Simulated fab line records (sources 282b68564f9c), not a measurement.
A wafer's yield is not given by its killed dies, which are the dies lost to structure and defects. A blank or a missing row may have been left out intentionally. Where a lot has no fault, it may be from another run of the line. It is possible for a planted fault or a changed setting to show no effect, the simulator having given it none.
fab line records | flow ritCmos
[record] lots = 6 | wafers = 18 | lastDay = 7
route steps=202 shown CONTACT@172 M1@184
lots untouched by any fault: they come from a run of this same line in which no faults occurred
startH: hours from the record's first day to the start of the lot's first wafer shown | waitH: hours from the lot's prior step to this one | " repeats the value in the row above | L1.1+2: a row that stands for several wafers | - no value present, or no start provided | * or withheld: withheld | < > ~ a bound
route shown NAME@n: names a module that has steps shown in the file, with the first one's number in the route | usual: mean and standard deviation over wafers with no fault | same: alike in all rows | chamber/n: place in a boat | sites: each site's reading | _std_site: their standard deviation | _edge_site: outer sites' mean less inner sites' | radiusMm: for every site, how far away it sits from the centre of the wafer | mask NAME#n: copy n | behind: tool/chamber where the wafer was last shaped | hold: why the lot was held/for how many hours/how that ended | device: transistor that didn't switch, given as n, p or np | end of line: the same wafers' tests at the end of the route | a step without rows: its recipe alone | killed: count of dies lost to structure and defects at first sort (not the wafer's yield) | map: the dies of a wafer, with x for killed, . for not killed, _ for no die there
set.NAME: the setting as run; set.NAME@STEP: as run at that earlier step | model.NAME: the simulator's own value behind a step, which no gauge read
lots at some steps of the route; a table a step, a row a wafer
services: when a tool's chamber went out of use (startH, in hours from the record's first day, below 0 if earlier), for how many hours, and the reason
[[steps]]
[step RIT_CONTACT_SOFTBAKE_04]
[recipe] resist = NOVOLAK | tempC = 90 | timeS = 60
[step RIT_CONTACT_EXPOSE_05]
[recipe] maskId = M11 | na = 0.6 | sourceShape = conventional | sigmaOuter = 0.5 | targetCdNm = 1000 | doseMj = 250
[step RIT_CONTACT_PEB_06]
[recipe] resist = NOVOLAK | tempC = withheld | timeS = withheld
[step RIT_CONTACT_DEVELOP_07]
[recipe] resist = NOVOLAK | developTimeS = 120 | devTempC = 22.12
[step RIT_CONTACT_CD_MEAS_08]
[recipe] targetCdNm = 1000
[usual] cdNm = 1000.6/2.3
lot.wafer | tool     | chamber | startH | waitH | cdNm
L501.2    | cdSem-02 | -       | 64.09  | -     | 1003.9
L501.4    | "        | -       | "      | "     | 1002.5
L501.5    | "        | -       | "      | "     | 1004.8
L506.1    | cdSem-01 | -       | 93.04  | -     | 997.0
L506.4    | "        | -       | "      | "     | 997.6
L506.5    | "        | -       | "      | "     | 997.4
L509.1    | cdSem-02 | -       | 107.61 | -     | 999.3
L509.2    | "        | -       | "      | "     | 997.0
L509.3    | "        | -       | "      | "     | 997.7
L510.1    | cdSem-01 | -       | 108.06 | -     | 1002.6
L510.5    | "        | -       | "      | "     | 1002.0
L510.6    | "        | -       | "      | "     | 1001.6
L521.1    | cdSem-01 | -       | 162.40 | -     | 998.4
L521.3    | "        | -       | "      | "     | 1000.0
L521.4    | "        | -       | "      | "     | 998.6
L522.3    | cdSem-01 | -       | 165.39 | -     | 1000.2
L522.5    | "        | -       | "      | "     | 1001.4
L522.6    | "        | -       | "      | "     | 1002.7
[step RIT_CONTACT_OVL_MEAS_09]
[usual] CONTACT_OVL = -0.3/1.4
lot.wafer | tool       | chamber | startH | waitH | CONTACT_OVL[nm]
L501.2    | overlay-01 | -       | 64.20  | 0.1   | -1.5
L501.4    | "          | -       | "      | "     | -0.4
L501.5    | "          | -       | "      | "     | -2.5
L506.1    | overlay-02 | -       | 93.16  | 0.1   | -1.3
L506.4    | "          | -       | "      | "     | -0.9
L506.5    | "          | -       | "      | "     | -1.7
L509.1    | overlay-01 | -       | 107.73 | 0.1   | -0.2
L509.2    | "          | -       | "      | "     | -0.8
L509.3    | "          | -       | "      | "     | -0.8
L510.1    | overlay-01 | -       | 108.18 | 0.1   | -0.8
L510.5    | "          | -       | "      | "     | -0.5
L510.6    | "          | -       | "      | "     | 1.4
L521.1    | overlay-01 | -       | 162.52 | 0.1   | -1.3
L521.3    | "          | -       | "      | "     | 0.7
L521.4    | "          | -       | "      | "     | -1.8
L522.3    | overlay-01 | -       | 165.48 | 0.1   | 0.1
L522.5    | "          | -       | "      | "     | 1.3
L522.6    | "          | -       | "      | "     | 0.6
[step RIT_CONTACT_HARDBAKE_10]
[recipe] resist = NOVOLAK | tempC = 140 | timeS = 60
[step RIT_CONTACT_ETCH_11]
[recipe] targetDepthA = 4800 | overEtchFrac = 0.2 | stopOn = TiSi2 | chemistry = CHF3/CF4/Ar | target = SiO2 | CHF3_flow_sccm = 50 | cf4FlowSccm = 10 | Ar_flow_sccm = 100 | O2_flow_sccm = 5 | pressureMtorr = 100 | rfW = 200 | timeS = 320
[usual] drypumpMotorCurrentA = 5.5/0.42 | oesProductAu = 0.990/0.015 | throttleValvePct = 8.86/0.12
[same] timeS = 320
lot.wafer | tool       | chamber | startH | waitH | drypumpMotorCurrentA | oesProductAu | rfHoursCounterH | throttleValvePct
L501.2    | rieDiel-02 | 0       | 64.65  | 0.1   | 6.0                  | 0.989        | 11              | 8.75
L501.4    | "          | 3       | "      | "     | 5.4                  | 0.987        | 72              | 8.86
L501.5    | "          | 3       | "      | "     | 5.4                  | 0.993        | -               | 8.87
L506.1    | rieDiel-01 | 3       | 93.35  | 0.1   | 5.4                  | 0.970        | 79              | 8.76
L506.4    | "          | 0       | "      | "     | 5.0                  | 1.003        | -               | 8.75
L506.5    | "          | 1       | "      | "     | 5.5                  | 1.000        | -               | 8.78
L509.1    | rieDiel-04 | 2       | 107.91 | 0.1   | 5.8                  | 0.973        | 8               | 9.14
L509.2    | "          | 0       | "      | "     | 6.1                  | 1.004        | 13              | 8.91
L509.3    | "          | 1       | "      | "     | 4.9                  | 1.003        | 119             | 8.82
L510.1    | rieDiel-01 | 3       | 108.36 | 0.1   | 5.5                  | 0.974        | 79              | 8.73
L510.5    | "          | 2       | "      | "     | 5.9                  | 0.981        | -               | 8.80
L510.6    | "          | 3       | "      | "     | 5.4                  | 0.975        | -               | 8.77
L521.1    | rieDiel-02 | 0       | 162.71 | 0.1   | 6.0                  | 0.990        | 13              | 8.77
L521.3    | "          | 3       | "      | "     | 5.4                  | 0.986        | 74              | 8.87
L521.4    | "          | 1       | "      | "     | 4.8                  | 0.986        | 110             | 9.03
L522.3    | rieDiel-01 | 2       | 165.65 | 0.1   | 5.9                  | 0.977        | 60              | 8.79
L522.5    | "          | 2       | "      | "     | 5.9                  | 0.977        | -               | 8.79
L522.6    | "          | 1       | "      | "     | 5.5                  | 0.988        | -               | 8.80
[step RIT_CONTACT_STRIP_12]
[recipe] chemistry = O2 | timeS = 180 | resist = NOVOLAK | platenTempC = withheld | powerW = 500 | pressureMtorr = 4000 | o2FlowSccm = 4000
[usual] drypumpMotorCurrentA = 5.8/0.31 | rfReflPowerW = 6.8/0.58
[same] timeS = 180
lot.wafer | tool           | chamber | startH | waitH | drypumpMotorCurrentA | rfHoursCounterH | rfReflPowerW
L501.2    | plasmaAsher-04 | 0       | 64.85  | 0.1   | 6.2                  | 24              | 7.1
L501.4    | "              | 0       | "      | "     | 6.2                  | -               | 7.4
L501.5    | "              | 0       | "      | "     | 6.2                  | -               | 7.2
L506.1    | plasmaAsher-04 | 1       | 93.55  | 0.1   | 5.5                  | 28              | 6.2
L506.4    | "              | 0       | "      | "     | 6.3                  | -               | 7.2
L506.5    | "              | 1       | "      | "     | 5.5                  | -               | 6.3
L509.1    | plasmaAsher-04 | 0       | 108.11 | 0.1   | 6.2                  | 30              | 7.0
L509.2    | "              | 1       | "      | "     | 5.5                  | 30              | 6.2
L509.3    | "              | 0       | "      | "     | 6.2                  | -               | 7.3
L510.1    | plasmaAsher-03 | 1       | 108.56 | 0.1   | 5.7                  | 47              | 7.5
L510.5    | "              | 1       | "      | "     | 5.6                  | -               | 7.5
L510.6    | "              | 0       | "      | "     | 5.8                  | -               | 6.4
L521.1    | plasmaAsher-04 | 1       | 162.90 | 0.1   | 5.5                  | 38              | 6.3
L521.3    | "              | 1       | "      | "     | 5.5                  | -               | 6.2
L521.4    | "              | 0       | "      | "     | 6.2                  | -               | 7.1
L522.3    | plasmaAsher-03 | 1       | 165.91 | 0.2   | 5.6                  | -               | 7.4
L522.5    | "              | 0       | "      | "     | 5.9                  | -               | 6.6
L522.6    | "              | 1       | "      | "     | 5.6                  | -               | 7.3
[step RIT_CONTACT_CD_MEAS_90]
[recipe] targetCdNm = 1000
[usual] cdNm = 1000.5/2.3
lot.wafer | tool     | chamber | startH | waitH | cdNm
L501.2    | cdSem-01 | -       | 65.07  | 0.2   | 1003.5
L501.4    | "        | -       | "      | "     | 1002.4
L501.5    | "        | -       | "      | "     | 1005.2
L506.1    | cdSem-02 | -       | 93.72  | 0.1   | 996.6
L506.4    | "        | -       | "      | "     | 997.4
L506.5    | "        | -       | "      | "     | 997.0
L509.1    | cdSem-02 | -       | 108.28 | 0.1   | 999.1
L509.2    | "        | -       | "      | "     | 997.2
L509.3    | "        | -       | "      | "     | 998.0
L510.1    | cdSem-01 | -       | 108.73 | 0.1   | 1002.8
L510.5    | "        | -       | "      | "     | 1001.9
L510.6    | "        | -       | "      | "     | 1000.8
L521.1    | cdSem-02 | -       | 163.08 | 0.1   | 998.6
L521.3    | "        | -       | "      | "     | 999.8
L521.4    | "        | -       | "      | "     | 999.3
L522.3    | cdSem-02 | -       | 166.06 | 0.1   | 1000.4
L522.5    | "        | -       | "      | "     | 1001.6
L522.6    | "        | -       | "      | "     | 1001.8
[step RIT_CONTACT_CLEAN_13]
[recipe] chemistry = SC1 | mix = 3:3:50 | timeS = 600 | tempC = 75
[step RIT_CONTACT_CLEAN_14]
[recipe] chemistry = SC2 | mix = 3:3:50 | timeS = 600 | tempC = 75 | dry = n2Spin
[step RIT_M1_SPUTTER_00]
[recipe] material = Al | targetThkNm = 400 | powerW = 2000 | chamberPressurePa = 0.4 | gas = Ar | timeS = 500 | substrateTempC = 25
[usual] cathodeDcPowerW = 2000.0/0.34 | chamberPressurePa = 0.3999/0.00077 | throttleValvePct = 29.8/0.97 | timeS = 500/0
lot.wafer | tool          | chamber | startH | waitH | cathodeDcPowerW | chamberPressurePa | throttleValvePct | timeS
L501.2    | pvdSputter-01 | -       | 65.52  | 0.0   | 2000.1          | 0.4007            | 31.1             | 500
L501.4    | "             | -       | "      | "     | 2000.0          | 0.4002            | 29.0             | 500
L501.5    | "             | -       | "      | "     | 1999.8          | 0.3999            | 31.0             | 500
L506.1    | pvdSputter-02 | -       | 94.19  | 0.0   | 1999.9          | 0.3992            | 28.7             | 500
L506.4    | "             | -       | "      | "     | 2000.6          | 0.3996            | 29.8             | 500
L506.5    | "             | -       | "      | "     | 2000.0          | 0.4008            | 29.4             | 500
L509.1    | pvdSputter-03 | -       | 108.77 | 0.0   | -               | -                 | -                | -
L509.2    | "             | -       | "      | "     | -               | -                 | -                | -
L509.3    | "             | -       | "      | "     | -               | -                 | -                | -
L510.1    | pvdSputter-02 | -       | 109.22 | 0.0   | -               | -                 | -                | -
L510.5    | "             | -       | "      | "     | -               | -                 | -                | -
L510.6    | "             | -       | "      | "     | -               | -                 | -                | -
L521.1    | pvdSputter-01 | -       | 163.55 | 0.0   | 2000.5          | 0.4008            | 28.9             | 500
L521.3    | "             | -       | "      | "     | 1999.7          | 0.3991            | 30.9             | 500
L521.4    | "             | -       | "      | "     | 2000.0          | 0.3996            | 29.8             | 500
L522.3    | pvdSputter-02 | -       | 166.70 | 0.0   | 1999.9          | 0.3995            | 29.1             | 500
L522.5    | "             | -       | "      | "     | 2000.0          | 0.3989            | 28.4             | 500
L522.6    | "             | -       | "      | "     | 2000.3          | 0.4004            | 29.2             | 500
[step RIT_M1_RS_MEAS_01]
[recipe] thkMeasGauge = four-point-probe | reads = Al_of_M1_SPUTTER_00
[usual] M1_AL_RS = 0.0735/0.00095
lot.wafer | tool         | chamber | startH | waitH | hold                    | M1_AL_RS[ohm/sq]
L501.2    | filmMetro-04 | -       | 65.84  | 0.2   | -                       | 0.0721
L501.4    | "            | -       | "      | "     | -                       | 0.0728
L501.5    | "            | -       | "      | "     | -                       | 0.0726
L506.1    | filmMetro-04 | -       | 94.48  | 0.1   | -                       | 0.0736
L506.4    | "            | -       | "      | "     | -                       | 0.0732
L506.5    | "            | -       | "      | "     | -                       | 0.0719
L509.1    | filmMetro-01 | -       | 109.06 | 0.1   | awaitDispo/0.2h/release | -
L509.2    | "            | -       | "      | "     | awaitDispo/0.2h/release | -
L509.3    | "            | -       | "      | "     | awaitDispo/0.2h/release | -
L509.1    | filmMetro-01 | -       | 109.35 | 0.3   | -                       | -
L509.2    | "            | -       | "      | "     | -                       | -
L509.3    | "            | -       | "      | "     | -                       | -
L510.1    | filmMetro-01 | -       | 109.51 | 0.1   | awaitDispo/0.2h/release | -
L510.5    | "            | -       | "      | "     | awaitDispo/0.2h/release | -
L510.6    | "            | -       | "      | "     | awaitDispo/0.2h/release | -
L510.1    | filmMetro-01 | -       | 109.80 | 0.3   | -                       | -
L510.5    | "            | -       | "      | "     | -                       | -
L510.6    | "            | -       | "      | "     | -                       | -
L521.1    | filmMetro-04 | -       | 163.84 | 0.1   | -                       | 0.0739
L521.3    | "            | -       | "      | "     | -                       | 0.0726
L521.4    | "            | -       | "      | "     | -                       | 0.0750
L522.3    | filmMetro-01 | -       | 167.03 | 0.2   | -                       | 0.0741
L522.5    | "            | -       | "      | "     | -                       | 0.0741
L522.6    | "            | -       | "      | "     | -                       | 0.0730
[step RIT_M1_PROBE_99]
[usual] defectLimitedYield = 97.4/1.1 | killed_at_M0_to_M3 = 0.0/0.2 | killedAtContacts = 0.0/0.2 | killedAtFrontEnd = 6.8/2.9 | killedDies = 6.8/2.9 | killedOpen = 3.3/1.9 | killedShort = 3.5/2 | sort_bin_3_pad_short = 0.1/0.21 | sort_bin_5_function = 1.4/0.74 | sort_bin_6_memory = 1.1/0.67 | sortNPass = 257.2/2.9 | sortYieldPct = 97.4/1.1
[same] grossDies = 264 | killed_at_M4_up = 0 | killedAtBackSide = 0 | killedAtOther = 0
lot.wafer | tool      | chamber | startH | waitH | defectLimitedYield[%] | killed_at_M0_to_M3 | killedAtContacts | killedAtFrontEnd | killedDies | killedOpen | killedShort | sort_bin_3_pad_short[%] | sort_bin_5_function[%] | sort_bin_6_memory[%] | sortNPass | sortYieldPct[%]
L501.2    | prober-02 | -       | 71.15  | 0.1   | 97.7                  | 0                  | 0                | 6                | 6          | 2          | 4           | 0.4                     | 1.1                    | 0.8                  | 258.0     | 97.7
L501.4    | prober-02 | -       | 71.25  | 0.2   | 95.1                  | 0                  | 1                | 12               | 13         | 4          | 7           | 0.4                     | 2.3                    | 2.3                  | 251.0     | 95.1
L501.5    | prober-02 | -       | 71.30  | 0.2   | 95.5                  | 0                  | 0                | 12               | 12         | 4          | 8           | 0.8                     | 2.7                    | 1.1                  | 252.0     | 95.5
L506.1    | prober-01 | -       | 103.10 | 0.1   | 97.0                  | 0                  | 0                | 8                | 8          | 2          | 6           | 0.4                     | 1.9                    | 0.8                  | 256.0     | 97.0
L506.4    | prober-01 | -       | 103.25 | 0.2   | 96.2                  | 0                  | 0                | 10               | 10         | 2          | 8           | 0.4                     | 2.3                    | 1.1                  | 254.0     | 96.2
L506.5    | prober-01 | -       | 103.30 | 0.2   | 97.7                  | 0                  | 0                | 6                | 6          | 5          | 1           | 0                       | 1.5                    | 0.8                  | 258.0     | 97.7
L521.1    | prober-02 | -       | 169.17 | 0.1   | 97.7                  | 0                  | 0                | 6                | 6          | 5          | 1           | 0.4                     | 1.5                    | 0.4                  | 258.0     | 97.7
L521.3    | prober-02 | -       | 169.27 | 0.2   | 97.3                  | 0                  | 0                | 7                | 7          | 5          | 2           | 0.4                     | 1.1                    | 1.1                  | 257.0     | 97.3
L521.4    | prober-02 | -       | 169.32 | 0.2   | 96.2                  | 1                  | 0                | 9                | 10         | 2          | 8           | 0.4                     | 1.9                    | 1.5                  | 254.0     | 96.2
L522.3    | prober-01 | -       | 172.08 | 0.2   | 95.8                  | 0                  | 0                | 11               | 11         | 3          | 8           | 0                       | 1.9                    | 2.3                  | 253.0     | 95.8
L522.5    | prober-01 | -       | 172.18 | 0.2   | 96.2                  | 0                  | 0                | 10               | 10         | 4          | 6           | 0.8                     | 1.1                    | 1.9                  | 254.0     | 96.2
L522.6    | prober-01 | -       | 172.23 | 0.2   | 98.1                  | 0                  | 0                | 5                | 5          | 4          | 1           | 0                       | 1.9                    | 0                    | 259.0     | 98.1
// killed by level:class
L501.2 FOX1:geometricParticle:open=2 FOX2:geometricParticle:short=1 GATE:geometricParticle:short=1 REOX:geometricParticle:short=1 SPACER:geometricParticle:short=1
L501.4 FOX1:geometricParticle:short=3 FOX1:geometricParticle:open=2 NLDD:coatMicrobubblePrinted=2 FOX2:geometricParticle:short=1 GATE:geometricParticle:open=1 GATE:geometricParticle:short=1 REOX:geometricParticle:open=1 SPACER:geometricParticle:short=1
L501.5 SPACER:geometricParticle:short=3 FOX1:geometricParticle:short=2 FOX2:geometricParticle:open=2 FOX2:geometricParticle:short=1 GATE:geometricParticle:short=1 GATE:geometricParticle:open=1 SILICIDE:geometricParticle:short=1 SILICIDE:geometricParticle:open=1
L506.1 GATE:geometricParticle:short=2 SPACER:geometricParticle:short=2 FOX2:geometricParticle:short=1 GATE:geometricParticle:open=1 REOX:geometricParticle:short=1 REOX:geometricParticle:open=1
L506.4 SPACER:geometricParticle:short=3 FOX2:geometricParticle:short=2 SILICIDE:geometricParticle:short=2 FOX2:geometricParticle:open=1 GATE:geometricParticle:short=1 REOX:geometricParticle:open=1
L506.5 REOX:geometricParticle:open=2 GATE:geometricParticle:open=1 REOX:geometricParticle:short=1 SPACER:geometricParticle:open=1 SILICIDE:geometricParticle:open=1
L521.1 FOX1:geometricParticle:open=3 GATE:geometricParticle:open=2 GATE:geometricParticle:short=1
L521.3 GATE:geometricParticle:short=2 GATE:geometricParticle:open=2 FOX1:geometricParticle:open=1 REOX:geometricParticle:open=1 SILICIDE:geometricParticle:open=1
L521.4 FOX1:geometricParticle:short=2 REOX:geometricParticle:short=2 SILICIDE:geometricParticle:short=2 FOX1:geometricParticle:open=1 GATE:geometricParticle:open=1 GATE:geometricParticle:short=1 M1:geometricParticle:short=1
L522.3 FOX1:geometricParticle:short=3 GATE:geometricParticle:open=2 GATE:geometricParticle:short=2 FOX2:geometricParticle:short=1 REOX:geometricParticle:open=1 REOX:geometricParticle:short=1 SPACER:geometricParticle:short=1
L522.5 FOX1:geometricParticle:short=2 GATE:geometricParticle:short=2 SPACER:geometricParticle:open=2 FOX1:geometricParticle:open=1 REOX:geometricParticle:short=1 REOX:geometricParticle:open=1 SPACER:geometricParticle:short=1
L522.6 GATE:geometricParticle:open=3 FOX1:geometricParticle:open=1 REOX:geometricParticle:short=1
[[services]]
tool           | chamber | startH | hours | kind
rieDiel-04     | -       | 47.35  | 2.8   | pm
pvdSputter-03  | -       | 49.59  | 1.1   | repair
pvdSputter-03  | -       | 65.36  | 24.6  | repair
pvdSputter-02  | -       | 84.48  | 2.0   | repair
rieDiel-01     | 2       | 84.55  | 14.7  | repair
plasmaAsher-03 | -       | 91.42  | 15.0  | pm
pvdSputter-01  | -       | 107.90 | 4.5   | repair
rieDiel-04     | 2       | 109.09 | 2.8   | repair
rieDiel-01     | 1       | 114.64 | -     | clean
rieDiel-01     | 1       | 114.64 | 22.7  | scheduledDown
rieDiel-01     | 1       | 114.64 | 22.7  | ventCycle
pvdSputter-01  | -       | 138.30 | 9.8   | repair
pvdSputter-02  | -       | 155.98 | 2.3   | repair
rieDiel-01     | 0       | 157.50 | 9.7   | repair
[[key]]
[firstSign] step = RIT_M1_SPUTTER_00 | reading = toolRecord | direction = missing
[effect] step = RIT_M1_RS_MEAS_01 | reading = visit | direction = added
metAt RIT_M1_SPUTTER_00
struckWafers L509.1,L509.2,L509.3,L510.1,L510.5,L510.6
scrappedBehind RIT_M1_RS_MEAS_01 L509.1,L509.2,L509.3,L510.1,L510.5,L510.6
onsetBetween 94.19 108.77
[fault] kind = skippedStepWhole | tool = pvdSputter-02,pvdSputter-03 | chamber = - | onsetH = 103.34 | steps = RIT_M1_SPUTTER_00 | scope = struckLotsOnly
